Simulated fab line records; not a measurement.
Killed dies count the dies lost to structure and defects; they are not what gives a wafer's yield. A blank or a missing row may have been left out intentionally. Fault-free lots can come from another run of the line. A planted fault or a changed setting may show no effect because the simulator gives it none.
fab line records | flow rit-cmos
record lots=5 | wafers=14 | last-day=6
route steps=202 shown ACTIVE@11 FOX1@20 FOX2@23 NWELL@29 PWELL@39 WELLDRIVE@50 SILICIDE@161 M1@202
lots that met no fault: from a run of the same line without faults
start-h: the number of hours between the record's first day and the start of the first shown wafer of the lot | wait-h: hours elapsed since this lot's preceding step | " repeats the value in the row above | L1.1+2: one row covering several wafers at once | - no value, or no start given | * or withheld: withheld | < > ~ a bound
route shown NAME@n: NAME is a module with steps in the file, n the number in the route of the first one | usual: average and standard deviation across the fault-free wafers | same: alike in all rows | chamber/n: place in a boat | sites: per-site readings | _std_site: standard deviation across them | _edge_site: mean of outer sites minus mean of inner sites | radius-mm: for every site, how far away it sits from the centre of the wafer | mask NAME#n: copy n | behind: tool/chamber where the wafer was last shaped | hold: why the lot went on hold/how many hours it stayed there/how the hold came to an end | device: which transistor (n, p or np) failed to switch | end of line: the same wafers' tests at the end of the route | where a step has no rows: the recipe by itself | killed: at the first sort, the dies lost to defects and structure; wafer yield is something else | map: a wafer's dies, x killed, . not, _ none there
set.NAME: setting as actually run; set.NAME@STEP: the setting as run at that earlier step | model.NAME: the simulator's own value behind a step, which no gauge read
lots seen at some steps along the route; tables by step, rows by wafer
services: the hour from which a tool's chamber was out of use, counted from the record's first day as start-h (under 0 if before that day), plus the number of hours and why
## steps
# step RIT_ACTIVE_DEVELOP_10
# recipe resist=NOVOLAK | develop-time-s=50 | dev-temp-c=23
# step RIT_ACTIVE_CD_MEAS_11
# recipe target-cd-nm=1400
# usual cd-nm=1399.5/2.5
lot.wafer | tool      | chamber | start-h | wait-h | cd-nm
L482.3    | cd-sem-01 | -       | 14.48   | -      | 1395.0
L482.5    | "         | -       | "       | "      | 1398.2
L482.6    | "         | -       | "       | "      | 1399.6
L488.2    | cd-sem-02 | -       | 44.86   | -      | 1400.0
L488.4    | "         | -       | "       | "      | 1397.8
L488.5    | "         | -       | "       | "      | 1399.8
L491.5    | cd-sem-02 | -       | 61.55   | -      | 1399.2
L491.6    | "         | -       | "       | "      | 1398.5
L496.1    | cd-sem-01 | -       | 85.00   | -      | 1397.6
L496.4    | "         | -       | "       | "      | 1395.5
L496.5    | "         | -       | "       | "      | 1397.3
L499.1    | cd-sem-02 | -       | 100.13  | -      | 1398.0
L499.2    | "         | -       | "       | "      | 1396.6
L499.3    | "         | -       | "       | "      | 1398.4
# step RIT_ACTIVE_HARDBAKE_12
# recipe resist=NOVOLAK | temp-c=140 | time-s=60
# step RIT_ACTIVE_ETCH_13
# recipe stop-on=SiO2 | chemistry=SF6 | target=Si3N4 | time-s=210 | over-etch-frac=0.4 | SF6_flow_sccm=200 | pressure-mtorr=260 | rf-w=125 | target-depth-a=2100
# usual drypump-motor-current-A=5.75/0.3 | oes-product-au=0.820/0.015 | throttle-valve-pct=7.54/0.097
# same over-etch-frac=0.4
lot.wafer | tool        | chamber | start-h | wait-h | drypump-motor-current-A | oes-product-au | rf-hours-counter-h | throttle-valve-pct
L482.3    | rie-diel-02 | 1       | 14.71   | 0.1    | 5.81                    | 0.827          | 87                 | 7.66
L482.5    | "           | 2       | "       | "      | 5.47                    | 0.806          | -                  | 7.64
L482.6    | "           | 3       | "       | "      | 5.51                    | 0.841          | -                  | 7.55
L488.2    | rie-diel-02 | 2       | 45.11   | 0.1    | 5.49                    | 0.812          | 119                | 7.64
L488.4    | "           | 1       | "       | "      | 5.83                    | 0.820          | 87                 | 7.67
L488.5    | "           | 0       | "       | "      | 6.29                    | 0.808          | -                  | 7.54
L491.5    | rie-diel-02 | 1       | 61.80   | 0.1    | 5.77                    | 0.813          | -                  | 7.66
L491.6    | "           | 2       | "       | "      | 5.50                    | 0.810          | -                  | 7.63
L496.1    | rie-diel-03 | 3       | 85.27   | 0.1    | 5.79                    | 0.823          | 26                 | 7.50
L496.4    | "           | 2       | "       | "      | 5.86                    | 0.817          | 6                  | 7.53
L496.5    | "           | 0       | "       | "      | 5.82                    | 0.823          | -                  | 7.47
L499.1    | rie-diel-02 | 3       | 100.40  | 0.1    | 5.52                    | 0.842          | 4                  | 7.56
L499.2    | "           | 2       | "       | "      | 5.48                    | 0.802          | 119                | 7.63
L499.3    | "           | 0       | "       | "      | 6.28                    | 0.792          | 1                  | 7.54
# step RIT_ACTIVE_STRIP_14
# recipe chemistry=O2 | time-s=180 | resist=NOVOLAK | platen-temp-c=withheld | power-w=500 | pressure-mtorr=4000 | o2-flow-sccm=4000
# usual drypump-motor-current-A=5.8/0.34
lot.wafer | tool            | chamber | start-h | wait-h | drypump-motor-current-A | rf-hours-counter-h
L482.3    | plasma-asher-02 | 1       | 14.90   | 0.1    | 5.8                     | -
L482.5    | "               | 1       | "       | "      | 5.8                     | -
L482.6    | "               | 0       | "       | "      | 5.6                     | -
L488.2    | plasma-asher-04 | 1       | 45.25   | 0.1    | 6.5                     | 40
L488.4    | "               | 1       | "       | "      | 6.5                     | -
L488.5    | "               | 0       | "       | "      | 5.4                     | -
L491.5    | plasma-asher-01 | 0       | 61.99   | 0.1    | 5.9                     | -
L491.6    | "               | 1       | "       | "      | 5.4                     | -
L496.1    | plasma-asher-01 | 0       | 85.40   | 0.1    | 5.9                     | 45
L496.4    | "               | 0       | "       | "      | 5.9                     | -
L496.5    | "               | 1       | "       | "      | 5.4                     | -
L499.1    | plasma-asher-04 | 1       | 100.54  | 0.1    | 6.5                     | 44
L499.2    | "               | 0       | "       | "      | 5.5                     | 44
L499.3    | "               | 1       | "       | "      | 6.4                     | -
# step RIT_ACTIVE_CD_MEAS_90
# recipe target-cd-nm=1400
# usual cd-nm=1399.4/2.5
lot.wafer | tool      | chamber | start-h | wait-h | cd-nm
L482.3    | cd-sem-01 | -       | 15.06   | 0.1    | 1395.1
L482.5    | "         | -       | "       | "      | 1397.8
L482.6    | "         | -       | "       | "      | 1399.8
L488.2    | cd-sem-01 | -       | 45.44   | 0.1    | 1400.3
L488.4    | "         | -       | "       | "      | 1397.6
L488.5    | "         | -       | "       | "      | 1400.2
L491.5    | cd-sem-01 | -       | 62.13   | 0.1    | 1399.1
L491.6    | "         | -       | "       | "      | 1398.3
L496.1    | cd-sem-02 | -       | 85.58   | 0.1    | 1397.1
L496.4    | "         | -       | "       | "      | 1395.2
L496.5    | "         | -       | "       | "      | 1397.3
L499.1    | cd-sem-02 | -       | 100.71  | 0.1    | 1398.1
L499.2    | "         | -       | "       | "      | 1396.7
L499.3    | "         | -       | "       | "      | 1399.1
# step RIT_ACTIVE_CLEAN_15
# recipe chemistry=SC1 | mix=3:3:50 | time-s=600 | temp-c=75
# step RIT_ACTIVE_CLEAN_16
# recipe chemistry=dHF | dilution=50:1 | time-s=30
# step RIT_ACTIVE_CLEAN_17
# recipe chemistry=SC2 | mix=3:3:50 | time-s=600 | temp-c=75 | dry=n2-spin
# step RIT_FOX1_OXIDATION_00
# recipe temp-c=1100 | ambient=H2O | target-thk-a=3507 | p-h2o-torr=720 | ox-time-s=1130
# step RIT_FOX1_THK_MEAS_01
# recipe reads=SiO2_of_FOX1_OXIDATION_00
# usual FOX1_OXIDE_THK=350/6.3
lot.wafer | tool          | chamber | start-h | wait-h | FOX1_OXIDE_THK[nm]
L482.3    | film-metro-02 | -       | 17.60   | 0.0    | 350
L482.5    | "             | -       | "       | "      | 345
L482.6    | "             | -       | "       | "      | 345
L488.2    | film-metro-03 | -       | 48.74   | 0.0    | 342
L488.4    | "             | -       | "       | "      | 340
L488.5    | "             | -       | "       | "      | 345
L491.5    | film-metro-03 | -       | 65.01   | 0.0    | 351
L491.6    | "             | -       | "       | "      | 346
L496.1    | film-metro-03 | -       | 89.26   | 0.0    | 360
L496.4    | "             | -       | "       | "      | 358
L496.5    | "             | -       | "       | "      | 355
L499.1    | film-metro-02 | -       | 103.83  | 0.0    | 347
L499.2    | "             | -       | "       | "      | 341
L499.3    | "             | -       | "       | "      | 341
# step RIT_FOX1_WET_ETCH_02
# recipe chemistry=BOE | target-depth-nm=350 | time-s=390 | temp-c=21.5 | dry=n2-spin | dilution=10:1 | target=SiO2
# step RIT_FOX2_OXIDATION_00
# recipe temp-c=1100 | ambient=H2O | target-thk-a=3507 | p-h2o-torr=720 | ox-time-s=1130
# usual spike-tc-source-C=1125/3.4
lot.wafer | tool       | chamber | start-h | wait-h | spike-tc-source-C | model.SiO2_of_FOX2_OXIDATION_00.thk-nm
L482.3    | furnace-01 | 0       | 17.75   | 0.0    | 1120              | 355.1
L482.5    | "          | 0       | "       | "      | 1121              | 356.1
L482.6    | "          | 0       | "       | "      | 1123              | 357.3
L488.2    | furnace-01 | 0       | 49.06   | 0.1    | 1120              | 344.7
L488.4    | "          | 0       | "       | "      | 1124              | 352.4
L488.5    | "          | 0       | "       | "      | 1122              | 351.6
L491.5    | furnace-01 | 0       | 65.14   | 0.0    | 1121              | 329
L491.6    | "          | 0       | "       | "      | 1122              | 327.3
L496.1    | furnace-03 | 0       | 89.96   | 0.5    | 1128              | 354.7
L496.4    | "          | 0       | "       | "      | 1129              | 351.5
L496.5    | "          | 0       | "       | "      | 1129              | 355.7
L499.1    | furnace-03 | 0       | 104.08  | 0.1    | 1128              | 356
L499.2    | "          | 0       | "       | "      | 1128              | 350.7
L499.3    | "          | 0       | "       | "      | 1128              | 356.4
# step RIT_FOX2_THK_MEAS_01
# recipe reads=SiO2_of_FOX2_OXIDATION_00
# usual FOX2_OXIDE_THK=353/5.2
lot.wafer | tool          | chamber | start-h | wait-h | hold                     | FOX2_OXIDE_THK[nm]
L482.3    | film-metro-04 | -       | 19.09   | 0.0    | -                        | 355
L482.5    | "             | -       | "       | "      | -                        | 356
L482.6    | "             | -       | "       | "      | -                        | 357
L488.2    | film-metro-02 | -       | 50.38   | 0.0    | -                        | 345
L488.4    | "             | -       | "       | "      | -                        | 352
L488.5    | "             | -       | "       | "      | -                        | 352
L491.5    | film-metro-04 | -       | 66.50   | 0.0    | await-dispo/0.2h/release | 329
L491.6    | "             | -       | "       | "      | await-dispo/0.2h/release | 327
L491.5    | film-metro-04 | -       | 66.72   | 0.2    | -                        | 329
L491.6    | "             | -       | "       | "      | -                        | 327
L496.1    | film-metro-02 | -       | 91.28   | 0.0    | -                        | 355
L496.4    | "             | -       | "       | "      | -                        | 351
L496.5    | "             | -       | "       | "      | -                        | 356
L499.1    | film-metro-04 | -       | 105.40  | 0.0    | -                        | 356
L499.2    | "             | -       | "       | "      | -                        | 351
L499.3    | "             | -       | "       | "      | -                        | 357
# step RIT_FOX2_WET_ETCH_03
# recipe chemistry=H3PO4 | target=Si3N4 | target-depth-nm=195 | temp-c=165 | time-s=2700
# step RIT_FOX2_THK_MEAS_90
# recipe reads=SiO2_of_FOX2_OXIDATION_00
# usual FIELD_OXIDE_LEFT_1_THK=326/5.3
lot.wafer | tool          | chamber | start-h | wait-h | hold                     | FIELD_OXIDE_LEFT_1_THK[nm]
L482.3    | film-metro-02 | -       | 20.72   | 0.0    | -                        | 328
L482.5    | "             | -       | "       | "      | -                        | 329
L482.6    | "             | -       | "       | "      | -                        | 330
L488.2    | film-metro-04 | -       | 51.26   | 0.0    | -                        | 317
L488.4    | "             | -       | "       | "      | -                        | 325
L488.5    | "             | -       | "       | "      | -                        | 324
L491.5    | film-metro-04 | -       | 74.78   | 0.0    | await-dispo/0.2h/release | 301
L491.6    | "             | -       | "       | "      | await-dispo/0.2h/release | 300
L491.5    | film-metro-04 | -       | 75.16   | 0.4    | -                        | 301
L491.6    | "             | -       | "       | "      | -                        | 300
L496.1    | film-metro-02 | -       | 92.16   | 0.0    | -                        | 327
L496.4    | "             | -       | "       | "      | -                        | 324
L496.5    | "             | -       | "       | "      | -                        | 328
L499.1    | film-metro-04 | -       | 106.27  | 0.0    | -                        | 329
L499.2    | "             | -       | "       | "      | -                        | 324
L499.3    | "             | -       | "       | "      | -                        | 330
# step RIT_NWELL_COAT_01
# recipe resist=NOVOLAK | spin-rpm=2000 | resist-thk-nm=1300
# step RIT_NWELL_SOFTBAKE_02
# recipe resist=NOVOLAK | temp-c=90 | time-s=60
# step RIT_NWELL_EXPOSE_03
# recipe mask-id=M2 | na=0.57 | target-cd-nm=43900 | dose-mj=250
# step RIT_NWELL_PEB_04
# recipe resist=NOVOLAK | temp-c=withheld | time-s=withheld
# step RIT_NWELL_DEVELOP_05
# recipe resist=NOVOLAK | develop-time-s=68 | dev-temp-c=23
# step RIT_NWELL_OVL_MEAS_06
# usual NWELL_OVL=0.5/1.4
lot.wafer | tool       | chamber | start-h | wait-h | NWELL_OVL[nm]
L482.3    | overlay-02 | -       | 21.79   | -      | 1.3
L482.5    | "          | -       | "       | "      | 0.6
L482.6    | "          | -       | "       | "      | 0.2
L488.2    | overlay-02 | -       | 52.41   | -      | 2.3
L488.4    | "          | -       | "       | "      | 1.3
L488.5    | "          | -       | "       | "      | 0.2
L491.5    | overlay-01 | -       | 78.75   | -      | -0.9
L491.6    | "          | -       | "       | "      | -1.1
L496.1    | overlay-01 | -       | 93.22   | -      | 1.7
L496.4    | "          | -       | "       | "      | 0.0
L496.5    | "          | -       | "       | "      | 1.8
L499.1    | overlay-02 | -       | 107.34  | -      | -1.4
L499.2    | "          | -       | "       | "      | 1.8
L499.3    | "          | -       | "       | "      | 0.4
# step RIT_NWELL_HARDBAKE_07
# recipe resist=NOVOLAK | temp-c=140 | time-s=120
# step RIT_NWELL_IMPLANT_08
# recipe species=P | energy-kev=170 | dose-cm2=5e+13 | tilt-deg=7
# step RIT_NWELL_STRIP_09
# recipe chemistry=O2 | time-s=180 | resist=NOVOLAK | platen-temp-c=withheld | power-w=500 | pressure-mtorr=4000 | o2-flow-sccm=4000
# usual drypump-motor-current-A=5.6/0.33
lot.wafer | tool            | chamber | start-h | wait-h | drypump-motor-current-A | rf-hours-counter-h
L482.3    | plasma-asher-01 | 1       | 22.27   | 0.1    | 5.4                     | -
L482.5    | "               | 1       | "       | "      | 5.4                     | -
L482.6    | "               | 0       | "       | "      | 5.9                     | -
L488.2    | plasma-asher-01 | 1       | 52.84   | 0.1    | 5.4                     | 42
L488.4    | "               | 1       | "       | "      | 5.4                     | -
L488.5    | "               | 0       | "       | "      | 5.9                     | -
L491.5    | plasma-asher-03 | 0       | 79.39   | 0.1    | 5.5                     | -
L491.6    | "               | 1       | "       | "      | 5.4                     | -
L496.1    | plasma-asher-01 | 0       | 93.66   | 0.1    | 5.9                     | 46
L496.4    | "               | 1       | "       | "      | 5.4                     | -
L496.5    | "               | 1       | "       | "      | 5.4                     | -
L499.1    | plasma-asher-01 | 0       | 107.78  | 0.1    | 5.9                     | 48
L499.2    | "               | 1       | "       | "      | 5.4                     | 48
L499.3    | "               | 1       | "       | "      | 5.4                     | -
# step RIT_NWELL_TW_MEAS_10
# usual NWELL_TW=2148/16
lot.wafer | tool          | chamber | start-h | wait-h | NWELL_TW
L482.3    | film-metro-03 | -       | 22.41   | 0.1    | 2153
L482.5    | "             | -       | "       | "      | 2154
L482.6    | "             | -       | "       | "      | 2160
L488.2    | film-metro-01 | -       | 53.03   | 0.1    | 2138
L488.4    | "             | -       | "       | "      | 2140
L488.5    | "             | -       | "       | "      | 2139
L491.5    | film-metro-03 | -       | 79.49   | 0.0    | 2171
L491.6    | "             | -       | "       | "      | 2173
L496.1    | film-metro-03 | -       | 93.83   | 0.1    | 2156
L496.4    | "             | -       | "       | "      | 2172
L496.5    | "             | -       | "       | "      | 2174
L499.1    | film-metro-04 | -       | 107.95  | 0.1    | 2128
L499.2    | "             | -       | "       | "      | 2119
L499.3    | "             | -       | "       | "      | 2129
# step RIT_PWELL_HMDS_00
# recipe prime-time-s=60 | prime-temp-c=140
# step RIT_PWELL_COAT_01
# recipe resist=NOVOLAK | spin-rpm=2000 | resist-thk-nm=1300
# step RIT_PWELL_SOFTBAKE_02
# recipe resist=NOVOLAK | temp-c=90 | time-s=60
# step RIT_PWELL_EXPOSE_03
# recipe mask-id=M3 | na=0.57 | target-cd-nm=43700 | dose-mj=250
# step RIT_PWELL_PEB_04
# recipe resist=NOVOLAK | temp-c=withheld | time-s=withheld
# step RIT_PWELL_DEVELOP_05
# recipe resist=NOVOLAK | develop-time-s=68 | dev-temp-c=23
# step RIT_PWELL_OVL_MEAS_06
# usual PWELL_OVL=0.9/1.6
lot.wafer | tool       | chamber | start-h | wait-h | PWELL_OVL[nm]
L482.3    | overlay-01 | -       | 23.34   | -      | 2.4
L482.5    | "          | -       | "       | "      | 1.8
L482.6    | "          | -       | "       | "      | 4.0
L488.2    | overlay-02 | -       | 53.96   | -      | -3.2
L488.4    | "          | -       | "       | "      | -1.7
L488.5    | "          | -       | "       | "      | -1.3
L491.5    | overlay-02 | -       | 80.74   | -      | 0.3
L491.6    | "          | -       | "       | "      | 0.4
L496.1    | overlay-01 | -       | 94.77   | -      | 3.2
L496.4    | "          | -       | "       | "      | 2.7
L496.5    | "          | -       | "       | "      | 3.4
L499.1    | overlay-02 | -       | 108.89  | -      | 1.7
L499.2    | "          | -       | "       | "      | 1.1
L499.3    | "          | -       | "       | "      | 1.3
# step RIT_PWELL_HARDBAKE_07
# recipe resist=NOVOLAK | temp-c=140 | time-s=120
# step RIT_PWELL_IMPLANT_08
# recipe species=B | energy-kev=170 | dose-cm2=7e+13 | tilt-deg=7
# step RIT_PWELL_STRIP_09
# recipe chemistry=O2 | time-s=180 | resist=NOVOLAK | platen-temp-c=withheld | power-w=500 | pressure-mtorr=4000 | o2-flow-sccm=4000
# usual drypump-motor-current-A=5.7/0.3
lot.wafer | tool            | chamber | start-h | wait-h | drypump-motor-current-A | rf-hours-counter-h
L482.3    | plasma-asher-02 | 1       | 23.82   | 0.1    | 5.7                     | -
L482.5    | "               | 1       | "       | "      | 5.7                     | -
L482.6    | "               | 0       | "       | "      | 5.6                     | -
L488.2    | plasma-asher-04 | 1       | 54.39   | 0.1    | 6.5                     | 41
L488.4    | "               | 1       | "       | "      | 6.5                     | -
L488.5    | "               | 0       | "       | "      | 5.5                     | -
L496.1    | plasma-asher-02 | 0       | 95.21   | 0.1    | 5.6                     | 47
L496.4    | "               | 0       | "       | "      | 5.6                     | -
L496.5    | "               | 0       | "       | "      | 5.6                     | -
L491.5    | plasma-asher-04 | 1       | 100.19  | 19.1   | 6.5                     | -
L491.6    | "               | 0       | "       | "      | 5.5                     | -
L499.1    | plasma-asher-03 | 1       | 109.33  | 0.1    | 5.4                     | 31
L499.2    | "               | 0       | "       | "      | 5.5                     | 31
L499.3    | "               | 1       | "       | "      | 5.4                     | -
# step RIT_PWELL_TW_MEAS_10
# usual PWELL_TW=955/6.6
lot.wafer | tool          | chamber | start-h | wait-h | PWELL_TW
L482.3    | film-metro-03 | -       | 23.96   | 0.1    | 960
L482.5    | "             | -       | "       | "      | 960
L482.6    | "             | -       | "       | "      | 962
L488.2    | film-metro-03 | -       | 54.58   | 0.1    | 965
L488.4    | "             | -       | "       | "      | 958
L488.5    | "             | -       | "       | "      | 958
L496.1    | film-metro-03 | -       | 95.38   | 0.1    | 957
L496.4    | "             | -       | "       | "      | 963
L496.5    | "             | -       | "       | "      | 966
L491.5    | film-metro-04 | -       | 100.28  | 0.0    | 940
L491.6    | "             | -       | "       | "      | 944
L499.1    | film-metro-03 | -       | 109.50  | 0.1    | 952
L499.2    | "             | -       | "       | "      | 957
L499.3    | "             | -       | "       | "      | 960
# step RIT_WELLDRIVE_ANNEAL_00
# recipe temp-c=1100 | time-s=14700 | ambient=N2
# step RIT_WELLDRIVE_RS_MEAS_01
# recipe thk-meas-gauge=four-point-probe
# usual NWELL_RS=275.5/0.92
lot.wafer | tool          | chamber | start-h | wait-h | NWELL_RS[ohm/sq]
L482.3    | film-metro-03 | -       | 29.12   | 0.0    | 275.6
L482.5    | "             | -       | "       | "      | 275.7
L482.6    | "             | -       | "       | "      | 275.3
L488.2    | film-metro-03 | -       | 62.10   | 0.0    | 276.8
L488.4    | "             | -       | "       | "      | 276.8
L488.5    | "             | -       | "       | "      | 276.7
L496.1    | film-metro-04 | -       | 101.45  | 0.0    | 274.3
L496.4    | "             | -       | "       | "      | 273.8
L496.5    | "             | -       | "       | "      | 273.3
L491.5    | film-metro-04 | -       | 106.51  | 0.1    | 276.2
L491.6    | "             | -       | "       | "      | 274.7
L499.1    | film-metro-03 | -       | 115.22  | 0.0    | 274.8
L499.2    | "             | -       | "       | "      | 274.3
L499.3    | "             | -       | "       | "      | 274.6
# step RIT_WELLDRIVE_RS_MEAS_02
# recipe thk-meas-gauge=four-point-probe
# usual PWELL_RS=429.3/1.2
lot.wafer | tool          | chamber | start-h | wait-h | PWELL_RS[ohm/sq]
L482.3    | film-metro-03 | -       | 29.24   | 0.1    | 428.6
L482.5    | "             | -       | "       | "      | 429.7
L482.6    | "             | -       | "       | "      | 430.6
L488.2    | film-metro-03 | -       | 62.22   | 0.1    | 427.8
L488.4    | "             | -       | "       | "      | 428.1
L488.5    | "             | -       | "       | "      | 428.5
L496.1    | film-metro-04 | -       | 101.57  | 0.1    | 430.6
L496.4    | "             | -       | "       | "      | 427.2
L496.5    | "             | -       | "       | "      | 429.1
L491.5    | film-metro-04 | -       | 106.63  | 0.1    | 428.4
L491.6    | "             | -       | "       | "      | 427.3
L499.1    | film-metro-03 | -       | 115.34  | 0.1    | 431.1
L499.2    | "             | -       | "       | "      | 431.2
L499.3    | "             | -       | "       | "      | 430.5
# step RIT_FOX2_THK_MEAS_91
# recipe reads=SiO2_of_FOX2_OXIDATION_00
# usual FIELD_OXIDE_LEFT_2_THK=258/5.6
lot.wafer | tool          | chamber | start-h | wait-h | hold                     | FIELD_OXIDE_LEFT_2_THK[nm]
L482.3    | film-metro-03 | -       | 32.94   | 0.0    | -                        | 260
L482.5    | "             | -       | "       | "      | -                        | 261
L482.6    | "             | -       | "       | "      | -                        | 262
L488.2    | film-metro-03 | -       | 66.05   | 0.0    | -                        | 249
L488.4    | "             | -       | "       | "      | -                        | 257
L488.5    | "             | -       | "       | "      | -                        | 256
L496.1    | film-metro-03 | -       | 105.61  | 0.0    | -                        | 259
L496.4    | "             | -       | "       | "      | -                        | 256
L496.5    | "             | -       | "       | "      | -                        | 260
L491.5    | film-metro-03 | -       | 112.31  | 0.0    | await-dispo/0.2h/release | 234
L491.6    | "             | -       | "       | "      | await-dispo/0.2h/release | 232
L491.5    | film-metro-03 | -       | 112.54  | 0.2    | -                        | 234
L491.6    | "             | -       | "       | "      | -                        | 232
L499.1    | film-metro-04 | -       | 119.40  | 0.0    | -                        | 262
L499.2    | "             | -       | "       | "      | -                        | 257
L499.3    | "             | -       | "       | "      | -                        | 263
# step RIT_SILICIDE_WET_ETCH_00
# recipe chemistry=BOE | target=SiO2 | target-depth-nm=14 | time-s=15 | dry=n2-spin | dilution=10:1 | temp-c=21.5
lot.wafer | tool         | chamber | start-h | wait-h | model.SiO2_of_FOX2_OXIDATION_00.thk-nm
L482.3    | wet-bench-03 | 1       | 53.14   | 0.1    | 156.3
L482.5    | "            | 1       | "       | "      | 155.6
L482.6    | "            | 1       | "       | "      | 158.5
L488.2    | wet-bench-02 | 2       | 86.05   | 0.1    | 144
L488.4    | "            | 2       | "       | "      | 153.1
L488.5    | "            | 2       | "       | "      | 151
L496.1    | wet-bench-03 | 1       | 125.22  | 0.1    | 153.1
L496.4    | "            | 1       | "       | "      | 149.3
L496.5    | "            | 1       | "       | "      | 153.6
L491.5    | wet-bench-02 | 1       | 133.96  | 0.0    | 130.9
L491.6    | "            | 1       | "       | "      | 127.3
L499.1    | wet-bench-04 | 3       | 139.92  | 0.1    | 157.8
L499.2    | "            | 3       | "       | "      | 151.9
L499.3    | "            | 3       | "       | "      | 158.4
# step RIT_M1_PROBE_99
# usual killed_at_M0_to_M3=0.0/0.12 | killed-at-contacts=0.1/0.25 | killed-at-front-end=6.8/2.7 | killed-dies=6.8/2.7 | killed-open=3.4/1.8 | killed-short=3.5/1.7
# same gross-dies=264 | killed_at_M4_up=0 | killed-at-back-side=0 | killed-at-other=0
lot.wafer | tool      | chamber | start-h | wait-h | killed_at_M0_to_M3 | killed-at-contacts | killed-at-front-end | killed-dies | killed-open | killed-short
L482.3    | prober-01 | -       | 60.29   | 0.2    | 0                  | 0                  | 3                   | 3           | 3           | 0
L482.5    | prober-01 | -       | 60.39   | 0.2    | 0                  | 0                  | 5                   | 5           | 2           | 3
L482.6    | prober-01 | -       | 60.44   | 0.2    | 0                  | 0                  | 5                   | 5           | 3           | 2
L496.1    | prober-01 | -       | 132.10  | 0.1    | 0                  | 0                  | 6                   | 6           | 3           | 3
L496.4    | prober-01 | -       | 132.25  | 0.2    | 0                  | 0                  | 5                   | 5           | 3           | 2
L496.5    | prober-01 | -       | 132.30  | 0.2    | 0                  | 0                  | 11                  | 11          | 5           | 6
L491.5    | prober-01 | -       | 140.91  | 0.2    | 0                  | 0                  | 7                   | 7           | 2           | 5
L491.6    | prober-01 | -       | 140.96  | 0.2    | 0                  | 0                  | 4                   | 4           | 2           | 2
# killed by level:class
L482.3 SPACER:geometric-particle:open=2 GATE:geometric-particle:open=1
L482.5 GATE:geometric-particle:short=3 GATE:geometric-particle:open=1 SILICIDE:geometric-particle:open=1
L482.6 FOX1:geometric-particle:open=2 FOX1:geometric-particle:short=1 REOX:geometric-particle:short=1 REOX:geometric-particle:open=1
L496.1 GATE:geometric-particle:short=2 GATE:geometric-particle:open=2 FOX2:geometric-particle:short=1 REOX:geometric-particle:open=1
L496.4 FOX1:geometric-particle:open=1 FOX2:geometric-particle:open=1 GATE:geometric-particle:short=1 REOX:geometric-particle:open=1 SPACER:geometric-particle:short=1
L496.5 FOX2:geometric-particle:short=2 GATE:geometric-particle:open=2 REOX:geometric-particle:open=2 SPACER:geometric-particle:short=2 GATE:geometric-particle:short=1 SPACER:geometric-particle:open=1 SILICIDE:geometric-particle:short=1
L491.5 GATE:geometric-particle:short=3 FOX1:geometric-particle:short=2 FOX1:geometric-particle:open=1 GATE:geometric-particle:open=1
L491.6 FOX1:geometric-particle:open=1 GATE:geometric-particle:short=1 GATE:geometric-particle:open=1 SPACER:geometric-particle:short=1
## services
tool            | chamber | start-h | hours | kind
rie-diel-02     | 0       | 3.05    | -     | clean
rie-diel-02     | 0       | 3.05    | 23.0  | scheduled-down
rie-diel-02     | 0       | 3.05    | 23.0  | vent-cycle
plasma-asher-03 | -       | 13.66   | 0.8   | repair
plasma-asher-01 | -       | 14.30   | 2.7   | repair
furnace-03      | -       | 29.08   | 3.2   | pm
rie-diel-03     | 0       | 46.53   | 12.1  | repair
furnace-01      | -       | 70.08   | 5.2   | pm
plasma-asher-04 | -       | 78.79   | 21.3  | repair
rie-diel-02     | 0       | 90.66   | 1.9   | repair
rie-diel-03     | 1       | 105.81  | -     | clean
rie-diel-03     | 1       | 105.81  | 32.3  | scheduled-down
rie-diel-03     | 1       | 105.81  | 32.3  | vent-cycle
plasma-asher-04 | -       | 108.75  | 9.0   | pm
plasma-asher-04 | 0       | 108.75  | 9.0   | vent-cycle
plasma-asher-04 | 1       | 108.75  | 9.0   | vent-cycle
wet-bench-03    | -       | 116.04  | 1.7   | repair
plasma-asher-04 | 0       | 117.75  | -     | clean
plasma-asher-04 | 1       | 117.75  | -     | clean
plasma-asher-02 | -       | 126.35  | 4.3   | pm
wet-bench-02    | -       | 128.45  | 1.8   | repair
furnace-01      | -       | 129.63  | 4.2   | pm
rie-diel-02     | -       | 132.06  | 2.8   | pm
rie-diel-02     | 0       | 135.72  | 15.4  | repair
## key
first-sign step=RIT_FOX2_THK_MEAS_01 | reading=visit | direction=added
effect step=RIT_FOX2_THK_MEAS_01 | reading=FOX2_OXIDE_THK | direction=down | sigmas=4.8 | usual=353 | struck=328
effect step=RIT_FOX2_THK_MEAS_90 | reading=visit | direction=added
effect step=RIT_FOX2_THK_MEAS_91 | reading=FIELD_OXIDE_LEFT_2_THK | direction=down | sigmas=4.4 | usual=258 | struck=233
model-effect step=RIT_FOX2_OXIDATION_00 | value=SiO2_of_FOX2_OXIDATION_00.thk-nm | without=351 | struck=328.1
model-effect step=RIT_SILICIDE_WET_ETCH_00 | value=SiO2_of_FOX2_OXIDATION_00.thk-nm | without=151.6 | struck=129.1
met-at RIT_FOX2_OXIDATION_00
struck-wafers L491.5,L491.6
tester-left-out L491
onset-between 49.06 65.14
fault kind=process-parameter-drift | tool=furnace-01 | chamber=- | onset-h=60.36 | steps=RIT_FOX2_OXIDATION_00 | channel=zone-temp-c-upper | offset=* | shape=step | end-h=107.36
# tester-left-out: of these lots the tester's yield and bins aren't shown, on N5 and GAA mostly nor the transistor test; their killed dies are dies lost to structure and defects alone, not to doping, threshold or leakage, so they don't give the yield
